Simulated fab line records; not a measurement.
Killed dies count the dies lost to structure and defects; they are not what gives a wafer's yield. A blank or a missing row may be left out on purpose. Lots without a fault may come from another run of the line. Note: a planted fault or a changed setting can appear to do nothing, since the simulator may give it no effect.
Check of tool commonality :: flow berkeleyCmos170 :: 14 lots and 42 wafers in the sample

== REASON IT WAS OPENED ==
2 of 14 lots carry a flag on the reading NSD_TW at UCB170_NSD_TW_MEAS_10. Wafers without a fault read 4200, standard deviation 30.
Rule: a lot is flagged in two cases, either no wafer of it has a number, or all its wafers with numbers fall more than 4 standard deviations from that mean. The rest of the lots are taken to be sound.

lot: L400
measured: day 7 18:25
on: filmMetro-04
NSD_TW, wafer by wafer: 4207 4204 4180
flag: 

lot: L401
measured: day 7 19:08
on: filmMetro-02
NSD_TW, wafer by wafer: 4173 4166 4217
flag: 

lot: L399
measured: day 7 19:26
on: filmMetro-04
NSD_TW, wafer by wafer: 4165 4178 4191
flag: 

lot: L398
measured: day 7 19:31
on: filmMetro-02
NSD_TW, wafer by wafer: 4201 4190 4170
flag: 

lot: L403
measured: day 8 00:59
on: filmMetro-01
NSD_TW, wafer by wafer: 3198 3215 3217
flag: FLAGGED

lot: L406
measured: day 9 07:28
on: filmMetro-04
NSD_TW, wafer by wafer: 4172 4162 4188
flag: 

lot: L405
measured: day 9 08:17
on: filmMetro-04
NSD_TW, wafer by wafer: 3144 3160 3150
flag: FLAGGED

lot: L412
measured: day 9 23:30
on: filmMetro-04
NSD_TW, wafer by wafer: 4198 4173 4187
flag: 

lot: L411
measured: day 9 23:51
on: filmMetro-01
NSD_TW, wafer by wafer: 4211 4225 4197
flag: 

lot: L417
measured: day 10 15:22
on: filmMetro-02
NSD_TW, wafer by wafer: 4192 4163 4172
flag: 

lot: L419
measured: day 11 07:10
on: filmMetro-04
NSD_TW, wafer by wafer: 4193 4167 4167
flag: 

lot: L418
measured: day 11 07:33
on: filmMetro-01
NSD_TW, wafer by wafer: 4268 4277 4295
flag: 

lot: L420
measured: day 11 15:46
on: filmMetro-02
NSD_TW, wafer by wafer: 4179 4206 4209
flag: 

lot: L421
measured: day 11 22:50
on: filmMetro-04
NSD_TW, wafer by wafer: 4170 4199 4170
flag: 
The mean of the flagged lots' numbers is 3181, -1019 from the usual (-34 standard deviations).

== LOT BY LOT: THE TOOL USED ==
3 process steps preceding the reading are held in the record, out of 331 steps in the route. Every cell lists first the tool, next ch and the chambers used by the sampled wafers, and last the start.
lot: L400
flag: 
UCB170_PSD_STRIP_09: plasmaAsher-03 ch 0,1, day 7 14:25
UCB170_NSD_IMPLANT_08: implanter-01 ch 0, day 7 18:10
UCB170_NSD_STRIP_09: plasmaAsher-04 ch 0,1, day 7 18:19

lot: L401
flag: 
UCB170_PSD_STRIP_09: plasmaAsher-03 ch 0,1, day 7 15:08
UCB170_NSD_IMPLANT_08: implanter-01 ch 0, day 7 18:53
UCB170_NSD_STRIP_09: plasmaAsher-03 ch 0,1, day 7 19:02

lot: L399
flag: 
UCB170_PSD_STRIP_09: plasmaAsher-02 ch 0,1, day 7 15:27
UCB170_NSD_IMPLANT_08: implanter-03 ch 0, day 7 19:13
UCB170_NSD_STRIP_09: plasmaAsher-04 ch 0,1, day 7 19:21

lot: L398
flag: 
UCB170_PSD_STRIP_09: plasmaAsher-03 ch 0, day 7 15:58
UCB170_NSD_IMPLANT_08: implanter-02 ch 0, day 7 19:16
UCB170_NSD_STRIP_09: plasmaAsher-02 ch 0,1, day 7 19:25

lot: L403
flag: FLAGGED
UCB170_PSD_STRIP_09: plasmaAsher-02 ch 0,1, day 7 23:13
UCB170_NSD_IMPLANT_08: implanter-01 ch 0, day 8 00:44
UCB170_NSD_STRIP_09: plasmaAsher-02 ch 0,1, day 8 00:53

lot: L406
flag: 
UCB170_PSD_STRIP_09: plasmaAsher-02 ch 0,1, day 9 02:46
UCB170_NSD_IMPLANT_08: implanter-03 ch 0, day 9 07:13
UCB170_NSD_STRIP_09: plasmaAsher-04 ch 0,1, day 9 07:22

lot: L405
flag: FLAGGED
UCB170_PSD_STRIP_09: plasmaAsher-02 ch 0,1, day 9 03:03
UCB170_NSD_IMPLANT_08: implanter-01 ch 0, day 9 07:56
UCB170_NSD_STRIP_09: plasmaAsher-02 ch 0, day 9 08:11

lot: L412
flag: 
UCB170_PSD_STRIP_09: plasmaAsher-02 ch 0,1, day 9 21:37
UCB170_NSD_IMPLANT_08: implanter-02 ch 0, day 9 23:17
UCB170_NSD_STRIP_09: plasmaAsher-03 ch 0,1, day 9 23:25

lot: L411
flag: 
UCB170_PSD_STRIP_09: plasmaAsher-01 ch 0, day 9 21:56
UCB170_NSD_IMPLANT_08: implanter-03 ch 0, day 9 23:37
UCB170_NSD_STRIP_09: plasmaAsher-02 ch 0,1, day 9 23:44

lot: L417
flag: 
UCB170_PSD_STRIP_09: plasmaAsher-03 ch 0,1, day 10 12:37
UCB170_NSD_IMPLANT_08: implanter-03 ch 0, day 10 15:07
UCB170_NSD_STRIP_09: plasmaAsher-02 ch 0,1, day 10 15:16

lot: L419
flag: 
UCB170_PSD_STRIP_09: plasmaAsher-01 ch 0,1, day 11 05:16
UCB170_NSD_IMPLANT_08: implanter-03 ch 0, day 11 06:55
UCB170_NSD_STRIP_09: plasmaAsher-04 ch 0,1, day 11 07:04

lot: L418
flag: 
UCB170_PSD_STRIP_09: plasmaAsher-03 ch 0, day 11 05:45
UCB170_NSD_IMPLANT_08: implanter-02 ch 0, day 11 07:19
UCB170_NSD_STRIP_09: plasmaAsher-03 ch 0,1, day 11 07:26

lot: L420
flag: 
UCB170_PSD_STRIP_09: plasmaAsher-02 ch 0,1, day 11 13:22
UCB170_NSD_IMPLANT_08: implanter-02 ch 0, day 11 15:31
UCB170_NSD_STRIP_09: plasmaAsher-03 ch 0,1, day 11 15:40

lot: L421
flag: 
UCB170_PSD_STRIP_09: plasmaAsher-01 ch 1, day 11 20:49
UCB170_NSD_IMPLANT_08: implanter-02 ch 0, day 11 22:37
UCB170_NSD_STRIP_09: plasmaAsher-02 ch 1, day 11 22:44
These steps, and what they do:
- UCB170_PSD_STRIP_09: strips in O2.
- UCB170_NSD_IMPLANT_08
- UCB170_NSD_STRIP_09: strips in O2.
- UCB170_NSD_TW_MEAS_10

== FLAGGED OVER TOTAL, TOOL BY TOOL (the gauges that took the reading come last) ==
step: UCB170_PSD_STRIP_09
tool: plasmaAsher-01
lots run: 3
flagged: 0
share of the flagged lots: none
sound lots run after its first flagged lot: -

step: UCB170_PSD_STRIP_09
tool: plasmaAsher-02
lots run: 6
flagged: 2
share of the flagged lots: all
sound lots run after its first flagged lot: 3 (L406,L412,L420)

step: UCB170_PSD_STRIP_09
tool: plasmaAsher-03
lots run: 5
flagged: 0
share of the flagged lots: none
sound lots run after its first flagged lot: -

step: UCB170_NSD_IMPLANT_08
tool: implanter-01
lots run: 4
flagged: 2
share of the flagged lots: all
sound lots run after its first flagged lot: 0

step: UCB170_NSD_IMPLANT_08
tool: implanter-02
lots run: 5
flagged: 0
share of the flagged lots: none
sound lots run after its first flagged lot: -

step: UCB170_NSD_IMPLANT_08
tool: implanter-03
lots run: 5
flagged: 0
share of the flagged lots: none
sound lots run after its first flagged lot: -

step: UCB170_NSD_STRIP_09
tool: plasmaAsher-02
lots run: 6
flagged: 2
share of the flagged lots: all
sound lots run after its first flagged lot: 3 (L411,L417,L421)

step: UCB170_NSD_STRIP_09
tool: plasmaAsher-03
lots run: 4
flagged: 0
share of the flagged lots: none
sound lots run after its first flagged lot: -

step: UCB170_NSD_STRIP_09
tool: plasmaAsher-04
lots run: 4
flagged: 0
share of the flagged lots: none
sound lots run after its first flagged lot: -

step: UCB170_NSD_TW_MEAS_10
tool: filmMetro-01
lots run: 3
flagged: 1
share of the flagged lots: some
sound lots run after its first flagged lot: 2 (L411,L418)

step: UCB170_NSD_TW_MEAS_10
tool: filmMetro-02
lots run: 4
flagged: 0
share of the flagged lots: none
sound lots run after its first flagged lot: -

step: UCB170_NSD_TW_MEAS_10
tool: filmMetro-04
lots run: 7
flagged: 1
share of the flagged lots: some
sound lots run after its first flagged lot: 3 (L412,L419,L421)

== WHAT THE TABLE ALLOWS ==
All flagged lots were run by 3 table rows, namely plasmaAsher-02 at UCB170_PSD_STRIP_09, implanter-01 at UCB170_NSD_IMPLANT_08, plasmaAsher-02 at UCB170_NSD_STRIP_09.
- plasmaAsher-02 at UCB170_PSD_STRIP_09 ran 6 lots, 2 of them flagged. Lots that were sound ran on it after the first flagged one (L406, L412, L420); a persistent fault on the entire tool would not allow that.
- implanter-01 at UCB170_NSD_IMPLANT_08 ran 4 lots, 2 of them flagged. Its last sound lot is L401 (day 7 18:53), its first flagged lot L403 (day 8 00:44): a fault that began between those two fits. Its own readings (doseIonsCm2, endStationPressureTorr, faradayCurrentUA) fall more than 4 standard deviations out on all wafers of the flagged lots.
- plasmaAsher-02 at UCB170_NSD_STRIP_09 ran 6 lots, 2 of them flagged. Lots that were sound ran on it after the first flagged one (L411, L417, L421); a persistent fault on the entire tool would not allow that. Its own readings (oesProductAu, stripTimeToEndpointS) fall more than 4 standard deviations out on all wafers of the flagged lots.
What remains is a single tool, implanter-01 at UCB170_NSD_IMPLANT_08.

== WHAT HAD BEEN PUT IN BY THE SIMULATOR ==
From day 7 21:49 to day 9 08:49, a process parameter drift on implanter-01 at UCB170_NSD_IMPLANT_08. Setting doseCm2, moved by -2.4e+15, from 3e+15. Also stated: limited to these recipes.
Lots struck among those shown: L403, L405. The rule given above showed the same thing.
